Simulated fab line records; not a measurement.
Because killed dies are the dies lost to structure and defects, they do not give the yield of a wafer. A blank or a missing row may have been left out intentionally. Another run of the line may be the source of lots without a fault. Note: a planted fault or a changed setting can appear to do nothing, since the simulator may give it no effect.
A struck lot beside a sound one ; flow berkeleyCmos170 ; 17 out of 331 route steps
Sound: the wafers L487.2, L487.4, L487.5. Wafers struck: L490.3, L490.4, L490.6. The cause comes at the end.
For every step that has rows: the tool of each side, followed by ch and its chambers, followed by its first start. Under that, the readings that differ: sound wafers ; struck wafers ; difference of the means ; sigmas: that difference in standard deviations of wafers without a fault.
alike: words and numbers the same on both sides, and readings whose means are apart by under 2 such deviations; not compared: readings that were withheld, readings missing a value for some wafer, numbers with overlapping values and no deviation given by the record, and bounds like >300 which may hide the same value.
Wherever a step has rows on one side only, a row that says differs or no value, or a row with sigmas, the two part there. Non-overlapping numbers with no deviation appear without sigmas and do not part them. A reading missing from all wafers of one side parts the sides only when that side holds two or more wafers.

first, 1 step without rows for these wafers: UCB170_PLDD_DEVELOP_05 (develop time 45 s).
UCB170_PLDD_CD_MEAS_06 targets a cd of 1200 nm.
  sound: cdSem-01 at day 6 07:41; struck: cdSem-02 at day 6 17:02
  alike: cdNm
UCB170_PLDD_OVL_MEAS_07:
  sound: overlay-02 at day 6 07:47; struck: overlay-01 at day 6 17:07
  alike: PLDD_OVL
then, 2 steps without rows for these wafers: UCB170_PLDD_IMPLANT_08; UCB170_PLDD_IMPLANT_09.
UCB170_PLDD_STRIP_10: strips in O2.
  sound on plasmaAsher-03 ch 0,1, day 6 08:07; struck on plasmaAsher-03 ch 0,1, day 6 17:47
  alike: drypumpMotorCurrentA, oesProductAu, stripTimeToEndpointS
  not compared: rfHoursCounterH
UCB170_PLDD_TW_MEAS_11:
  sound: filmMetro-03 at day 6 08:14; struck: filmMetro-04 at day 6 17:54
  alike: PLDD_TW
then, 5 steps without rows for these wafers: UCB170_PLDD_CLEAN_12 (cleans in SPM, time 600 s); UCB170_NLDD_HMDS_00 (prime time 60 s); UCB170_NLDD_COAT_01 (resist thk 900 nm); UCB170_NLDD_SOFTBAKE_02 (time 60 s); UCB170_NLDD_EXPOSE_03 (exposes mask NSELECT, target cd 1200 nm).
UCB170_NLDD_PEB_04:
  sound on lithoTrack-02 ch 0, day 6 10:10; struck on lithoTrack-02 ch 0, day 6 19:19
then, 1 step without rows for these wafers: UCB170_NLDD_DEVELOP_05 (develop time 45 s).
UCB170_NLDD_CD_MEAS_06 targets a cd of 1200 nm.
  sound: cdSem-02 at day 6 10:26; struck: cdSem-02 at day 6 20:06
reading;sound;struck;difference;sigmas
cdNm (nm);1198.2 1199.7 1198.6;1211.6 1210.6 1210.4;+12.0;+9
  not compared: hold
UCB170_NLDD_OVL_MEAS_07:
  sound: overlay-02 at day 6 10:32; struck: overlay-02 at day 6 21:58
reading;sound;struck;difference;sigmas
hold;- - -;awaitDispo/1.8h/release awaitDispo/1.8h/release awaitDispo/1.8h/release;no value on the sound wafers;
  alike: NLDD_OVL
UCB170_M3_PROBE_99:
  only the struck wafers here have rows in the record (prober-01, day 8 09:49); the sound ones have none

WHERE THEY PART
Earliest at UCB170_NLDD_CD_MEAS_06; latest, in this record, at UCB170_M3_PROBE_99.

WHY: the cause the simulator had injected
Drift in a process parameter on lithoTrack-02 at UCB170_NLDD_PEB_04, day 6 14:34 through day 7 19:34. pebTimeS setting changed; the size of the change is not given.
